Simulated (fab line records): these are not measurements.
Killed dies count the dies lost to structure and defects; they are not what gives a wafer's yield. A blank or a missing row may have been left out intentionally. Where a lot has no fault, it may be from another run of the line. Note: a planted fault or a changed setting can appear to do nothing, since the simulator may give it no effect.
Shared-tool check | flow berkeley-cmos170 | Sample size 14 lots and 42 wafers

## THE REASON FOR OPENING IT
UCB170_PWELL_TW_MEAS_17, reading PWELL_TW: flagged on 2 of 14 lots. Wafers without a fault read 376, standard deviation 4.2.
Rule: a lot is flagged when every wafer of it that has a number lies more than 4 standard deviations from that mean, or none has a number. The rest of the lots are taken to be sound.

lot  | measured    | on            | PWELL_TW, wafer by wafer | flag
L880 | day 3 12:06 | film-metro-03 | 373 372 371              |
L883 | day 3 22:18 | film-metro-03 | 372 373 370              |
L882 | day 3 22:28 | film-metro-04 | 380 381 380              |
L887 | day 4 18:06 | film-metro-04 | 379 381 381              |
L886 | day 4 18:43 | film-metro-01 | 376 373 374              |
L889 | day 5 04:21 | film-metro-04 | 381 383 380              |
L888 | day 5 04:27 | film-metro-01 | 373 375 375              |
L891 | day 5 12:53 | film-metro-03 | 373 370 372              |
L895 | day 6 13:32 | film-metro-01 | 313 315 314              | FLAGGED
L894 | day 6 13:47 | film-metro-03 | 369 373 369              |
L898 | day 7 04:40 | film-metro-01 | 313 308 311              | FLAGGED
L899 | day 7 15:23 | film-metro-03 | 374 374 373              |
L900 | day 7 15:39 | film-metro-01 | 374 374 374              |
L902 | day 8 00:11 | film-metro-04 | 381 380 379              |
The mean of the flagged lots' numbers is 312, -64 from the usual (-15 standard deviations).

## WHICH TOOL EACH LOT WENT THROUGH
The record holds 1 process step before the reading, out of a route of 331 steps. Each cell gives the tool, then ch followed by the chambers the sampled wafers passed through, then the start.
lot  | flag    | UCB170_PWELL_IMPLANT_15
L880 |         | implanter-02 ch 0, day 3 11:51
L883 |         | implanter-01 ch 0, day 3 22:01
L882 |         | implanter-02 ch 0, day 3 22:13
L887 |         | implanter-02 ch 0, day 4 17:51
L886 |         | implanter-04 ch 0, day 4 18:29
L889 |         | implanter-01 ch 0, day 5 04:07
L888 |         | implanter-02 ch 0, day 5 04:12
L891 |         | implanter-01 ch 0, day 5 12:39
L895 | FLAGGED | implanter-02 ch 0, day 6 13:19
L894 |         | implanter-04 ch 0, day 6 13:34
L898 | FLAGGED | implanter-02 ch 0, day 7 04:27
L899 |         | implanter-01 ch 0, day 7 15:09
L900 |         | implanter-04 ch 0, day 7 15:24
L902 |         | implanter-04 ch 0, day 7 23:56
What these steps do:
- UCB170_PWELL_IMPLANT_15
- UCB170_PWELL_TW_MEAS_17

## FLAGGED AGAINST TOTAL, ONE TOOL AT A TIME (gauges that did the reading follow at the end)
step                    | tool          | lots run | flagged | share of the flagged lots | sound lots run after its first flagged lot
UCB170_PWELL_IMPLANT_15 | implanter-01  | 4        | 0       | none                      | -
UCB170_PWELL_IMPLANT_15 | implanter-02  | 6        | 2       | all                       | 0
UCB170_PWELL_IMPLANT_15 | implanter-04  | 4        | 0       | none                      | -
UCB170_PWELL_TW_MEAS_17 | film-metro-01 | 5        | 2       | all                       | 1 (L900)
UCB170_PWELL_TW_MEAS_17 | film-metro-03 | 5        | 0       | none                      | -
UCB170_PWELL_TW_MEAS_17 | film-metro-04 | 4        | 0       | none                      | -

## THE TABLE: WHAT IT ALLOWS
Every flagged lot went through 2 rows of the table: implanter-02 at UCB170_PWELL_IMPLANT_15 and film-metro-01 at UCB170_PWELL_TW_MEAS_17.
- implanter-02 at UCB170_PWELL_IMPLANT_15: 2 of its 6 lots flagged. A fault beginning between L888 (day 5 04:12), its last sound lot, and L895 (day 6 13:19), its first flagged one, fits the data. Its own readings lie more than 4 standard deviations out on every wafer of the flagged lots: dose-ions-cm2, faraday-current-uA.
- film-metro-01 at UCB170_PWELL_TW_MEAS_17: 2 of its 5 lots flagged. After the first flagged lot (L900), sound lots still ran on it; a lasting fault on the whole tool would not permit that.
What remains is a single tool, implanter-02 at UCB170_PWELL_IMPLANT_15.

## WHAT THE SIMULATOR HAD INSERTED
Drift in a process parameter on implanter-02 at UCB170_PWELL_IMPLANT_15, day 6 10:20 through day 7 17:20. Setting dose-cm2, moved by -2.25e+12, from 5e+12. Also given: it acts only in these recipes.
Struck lots among those shown: L895, L898. Same finding as the rule above.
